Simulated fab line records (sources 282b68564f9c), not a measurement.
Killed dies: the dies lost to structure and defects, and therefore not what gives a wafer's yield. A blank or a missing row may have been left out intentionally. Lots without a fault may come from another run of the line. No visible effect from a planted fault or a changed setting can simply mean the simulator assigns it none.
fab line records | flow ritCmos
[record] lots = 15 wafers = 45 lastDay = 7
route steps=202 shown ACTIVE@10 CONTACT@177
lots untouched by any fault: they come from a run of this same line in which no faults occurred
startH: hours from the record's first day to the start of the lot's first wafer shown | waitH: how many hours have passed since the lot's step before this one | " same as the row above | L1.1+2: a single row standing in for several wafers | - no value present, or no start provided | * or withheld: withheld | < > ~ a bound
route shown NAME@n: names a module that has steps shown in the file, with the first one's number in the route | usual: mean and standard deviation over wafers with no fault | same: alike in all rows | chamber/n: place in a boat | sites: per-site readings | _std_site: how widely they spread, as a standard deviation | _edge_site: the outer-site mean with the inner-site mean subtracted | radiusMm: for every site, how far away it sits from the centre of the wafer | mask NAME#n: copy n | behind: the most recent tool/chamber to have shaped the wafer | hold: why the lot was held/for how many hours/how that ended | device: transistor that didn't switch, given as n, p or np | end of line: at the end of the route, the tests of the same wafers | a step given without rows: its recipe and nothing more | killed: at the first sort, the dies lost to defects and structure; wafer yield is something else | map: the dies of a wafer, with x for killed, . for not killed, _ for no die there
set.NAME: the setting that was run; set.NAME@STEP: the one run at that earlier step | model.NAME: the simulator's own value behind a step, which no gauge read
the route's steps for a sample of lots (tables are steps, rows are wafers)
services: from which hour (startH, from the record's first day; less than 0 if before it) a tool's chamber was out of use, for how many hours, and why
[[steps]]
[step RIT_ACTIVE_PEB_09]
[recipe] resist = NOVOLAK tempC = withheld timeS = withheld
[usual] chillPlateTempC = * exhaustPa = 44.9/0.94
// columns lot.wafer tool chamber startH waitH chillPlateTempC exhaustPa
L776.1 lithoTrack-04 0 21.96 0.1 * 45.4
L776.2 " 0 " " * 45.1
L776.3 " 0 " " * 44.4
L777.3 lithoTrack-04 0 26.12 0.1 * 45.1
L777.5 " 0 " " * 44.3
L777.6 " 0 " " * 46.0
L778.1 lithoTrack-03 0 33.13 0.1 * 43.6
L778.2 " 0 " " * 44.0
L778.3 " 0 " " * 44.7
L780.2 lithoTrack-01 0 40.31 0.1 * 46.8
L780.3 " 0 " " * 45.3
L780.5 " 0 " " * 47.5
L781.1 lithoTrack-01 0 45.18 0.1 * 44.6
L781.3 " 0 " " * 44.3
L781.5 " 0 " " * 45.2
L783.1 lithoTrack-01 0 54.36 0.1 * 43.0
L783.3 " 0 " " * 44.4
L783.5 " 0 " " * 45.6
L784.1 lithoTrack-03 0 61.58 0.1 * 44.3
L784.4 " 0 " " * 46.1
L784.6 " 0 " " * 44.7
L785.2 lithoTrack-01 0 65.06 0.1 * 43.1
L785.3 " 0 " " * 45.2
L785.4 " 0 " " * 44.7
L786.1 lithoTrack-04 0 71.69 0.1 * 44.4
L786.3 " 0 " " * 45.7
L786.5 " 0 " " * 45.0
L793.1 lithoTrack-03 - 104.22 0.1 - -
L793.2 " - " " - -
L793.6 " - " " - -
L794.1 lithoTrack-04 - 109.16 0.1 - -
L794.3 " - " " - -
L794.6 " - " " - -
L795.2 lithoTrack-01 - 114.74 0.1 - -
L795.4 " - " " - -
L795.6 " - " " - -
L796.3 lithoTrack-03 0 120.93 0.1 * 44.0
L796.4 " 0 " " * 45.0
L796.5 " 0 " " * 43.9
L797.1 lithoTrack-04 0 124.19 0.1 * 45.2
L797.4 " 0 " " * 46.5
L797.6 " 0 " " * 45.2
L798.1 lithoTrack-04 0 130.33 0.1 * 45.5
L798.2 " 0 " " * 44.2
L798.6 " 0 " " * 44.8
[step RIT_ACTIVE_CD_MEAS_90]
[recipe] targetCdNm = 1400
[usual] cdNm = 1400.6/2.4
// columns lot.wafer tool chamber startH waitH cdNm
L776.1 cdSem-02 - 22.82 0.1 1403.0
L776.2 " - " " 1401.5
L776.3 " - " " 1401.5
L777.3 cdSem-02 - 26.97 0.1 1400.7
L777.5 " - " " 1399.5
L777.6 " - " " 1402.4
L778.1 cdSem-01 - 33.99 0.1 1400.0
L778.2 " - " " 1401.1
L778.3 " - " " 1401.8
L780.2 cdSem-02 - 41.16 0.1 1404.5
L780.3 " - " " 1405.8
L780.5 " - " " 1404.6
L781.1 cdSem-01 - 46.35 0.1 1400.7
L781.3 " - " " 1401.9
L781.5 " - " " 1403.2
L783.1 cdSem-01 - 55.23 0.1 1401.1
L783.3 " - " " 1401.9
L783.5 " - " " 1400.0
L784.1 cdSem-02 - 62.44 0.1 1396.5
L784.4 " - " " 1398.5
L784.6 " - " " 1396.8
L785.2 cdSem-02 - 66.07 0.1 1399.3
L785.3 " - " " 1400.1
L785.4 " - " " 1400.3
L786.1 cdSem-01 - 72.65 0.1 1401.3
L786.3 " - " " 1399.0
L786.5 " - " " 1398.1
L793.1 cdSem-02 - 105.09 0.1 1400.7
L793.2 " - " " 1402.6
L793.6 " - " " 1401.5
L794.1 cdSem-01 - 110.02 0.1 1402.5
L794.3 " - " " 1404.1
L794.6 " - " " 1402.8
L795.2 cdSem-01 - 115.60 0.1 1402.9
L795.4 " - " " 1403.8
L795.6 " - " " 1402.7
L796.3 cdSem-02 - 121.78 0.1 1399.2
L796.4 " - " " 1397.7
L796.5 " - " " 1397.4
L797.1 cdSem-02 - 125.05 0.1 1402.5
L797.4 " - " " 1398.6
L797.6 " - " " 1400.7
L798.1 cdSem-01 - 131.19 0.1 1400.7
L798.2 " - " " 1403.1
L798.6 " - " " 1400.6
[step RIT_CONTACT_OVL_MEAS_09]
[usual] CONTACT_OVL = -0.9/1.3
// columns lot.wafer tool chamber startH waitH CONTACT_OVL[nm]
L777.3 overlay-01 - 68.92 0.1 0.4
L777.5 " - " " 0.9
L777.6 " - " " -0.5
L776.1 overlay-02 - 70.83 0.1 0.1
L776.2 " - " " 0.0
L776.3 " - " " -1.2
L778.1 overlay-01 - 75.78 0.1 -1.9
L778.2 " - " " -1.4
L778.3 " - " " -1.1
L780.2 overlay-02 - 85.53 0.1 -1.9
L780.3 " - " " -3.1
L780.5 " - " " -2.7
L781.1 overlay-01 - 87.80 0.1 -1.9
L781.3 " - " " -3.1
L781.5 " - " " -1.3
L783.1 overlay-02 - 98.36 0.1 -2.0
L783.3 " - " " -0.6
L783.5 " - " " 0.3
L785.2 overlay-02 - 106.69 0.1 -1.9
L785.3 " - " " -2.2
L785.4 " - " " -4.3
L784.1 overlay-02 - 108.93 0.1 -3.1
L784.4 " - " " -2.7
L784.6 " - " " -2.6
L786.1 overlay-02 - 112.41 0.1 -0.4
L786.3 " - " " 0.1
L786.5 " - " " -0.5
L793.1 overlay-01 - 148.03 0.1 0.3
L793.2 " - " " 1.1
L793.6 " - " " 0.0
L794.1 overlay-01 - 152.27 0.1 -1.0
L794.3 " - " " -2.1
L794.6 " - " " -2.1
L795.2 overlay-01 - 156.09 0.1 -2.6
L795.4 " - " " -1.9
L795.6 " - " " -1.2
L796.3 overlay-01 - 162.07 0.1 0.2
L796.4 " - " " -0.3
L796.5 " - " " -1.7
L797.1 overlay-02 - 167.60 0.1 -2.5
L797.4 " - " " -3.5
L797.6 " - " " -4.5
L798.1 overlay-01 - 172.52 0.1 -1.8
L798.2 " - " " -1.7
L798.6 " - " " -1.2
[step RIT_CONTACT_STRIP_12]
[recipe] chemistry = O2 timeS = 180 resist = NOVOLAK platenTempC = withheld powerW = 500 pressureMtorr = 4000 o2FlowSccm = 4000
[usual] chamberPressureMTorr = 4000/3.5 drypumpMotorCurrentA = 5.7/0.55
// columns lot.wafer tool chamber startH waitH chamberPressureMTorr drypumpMotorCurrentA rfHoursCounterH
L777.3 plasmaAsher-03 1 69.35 0.2 4001 6.7 -
L777.5 " 0 " " 3995 5.9 -
L777.6 " 1 " " 3995 6.7 -
L776.1 plasmaAsher-01 1 71.21 0.1 4001 5.1 38
L776.2 " 0 " " 4000 5.5 38
L776.3 " 0 " " 3994 5.5 -
L778.1 plasmaAsher-04 1 76.16 0.1 4001 5.1 27
L778.2 " 0 " " 3997 5.6 27
L778.3 " 0 " " 3998 5.6 -
L780.2 plasmaAsher-03 1 85.91 0.1 4000 6.7 46
L780.3 " 1 " " 3996 6.7 -
L780.5 " 1 " " 4007 6.7 -
L781.1 plasmaAsher-03 0 88.18 0.1 3996 5.9 47
L781.3 " 1 " " 3996 6.7 -
L781.5 " 1 " " 3994 6.7 -
L783.1 plasmaAsher-01 1 98.74 0.1 4003 5.2 41
L783.3 " 0 " " 4002 5.5 -
L783.5 " 0 " " 4000 5.5 -
L785.2 plasmaAsher-04 0 107.06 0.1 4005 5.6 31
L785.3 " 1 " " 4001 5.1 -
L785.4 " 0 " " 4010 5.7 -
L784.1 plasmaAsher-01 1 109.31 0.1 4001 5.1 43
L784.4 " 1 " " 3994 5.1 -
L784.6 " 1 " " 4004 5.1 -
L786.1 plasmaAsher-04 0 112.79 0.1 4004 5.7 31
L786.3 " 0 " " 3998 5.7 -
L786.5 " 1 " " 4004 5.1 -
L793.1 plasmaAsher-01 0 148.41 0.1 3999 5.5 47
L793.2 " 1 " " 4002 5.1 47
L793.6 " 1 " " 4002 5.1 -
L794.1 plasmaAsher-01 0 152.68 0.1 4000 5.5 48
L794.3 " 0 " " 4006 5.5 -
L794.6 " 0 " " 3999 5.5 -
L795.2 plasmaAsher-01 0 156.47 0.1 4003 5.5 48
L795.4 " 1 " " 3998 5.1 -
L795.6 " 0 " " 3995 5.5 -
L796.3 plasmaAsher-03 1 162.49 0.2 4005 6.7 -
L796.4 " 0 " " 3999 5.9 -
L796.5 " 1 " " 4002 6.7 -
L797.1 plasmaAsher-01 0 167.99 0.1 4002 5.5 50
L797.4 " 1 " " 4005 5.1 -
L797.6 " 0 " " 3998 5.5 -
L798.1 plasmaAsher-04 0 172.90 0.1 3993 5.7 38
L798.2 " 1 " " 3995 5.1 38
L798.6 " 0 " " 4005 5.7 -
[[services]]
// columns tool chamber startH hours kind
plasmaAsher-04 - 73.26 1.3 repair
plasmaAsher-03 - 108.75 9.0 pm
plasmaAsher-03 0 108.75 9.0 ventCycle
plasmaAsher-03 1 108.75 9.0 ventCycle
plasmaAsher-03 0 117.75 - clean
plasmaAsher-03 1 117.75 - clean
plasmaAsher-04 - 131.30 3.8 repair
plasmaAsher-04 - 157.03 1.3 repair
[[key]]
[firstSign] step = RIT_ACTIVE_PEB_09 reading = toolRecord direction = missing
effect none on later readings
metAt RIT_ACTIVE_PEB_09
struckLots L793,L794,L795
sortLeftOut L793.1,L793.2,L793.6,L794.1,L794.3,L794.6,L795.2,L795.4,L795.6
testerLeftOut L793,L794,L795
notActingAt RIT_ACTIVE_CD_MEAS_90,RIT_CONTACT_OVL_MEAS_09,RIT_CONTACT_STRIP_12
onsetBetween 71.69 104.22
[fault] kind = skippedStepWhole tool = lithoTrack-01,lithoTrack-03,lithoTrack-04 chamber = - onsetH = 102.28 steps = RIT_ACTIVE_PEB_09 scope = struckLotsOnly
// testerLeftOut: of these lots the tester's yield and bins aren't shown, on N5 and GAA mostly nor the transistor test; their killed dies are dies lost to structure and defects alone, not to doping, threshold or leakage, so they don't give the yield
// sortLeftOut: the simulated sort isn't trusted on such a fault, so these wafers' sort isn't shown, and their yield isn't known
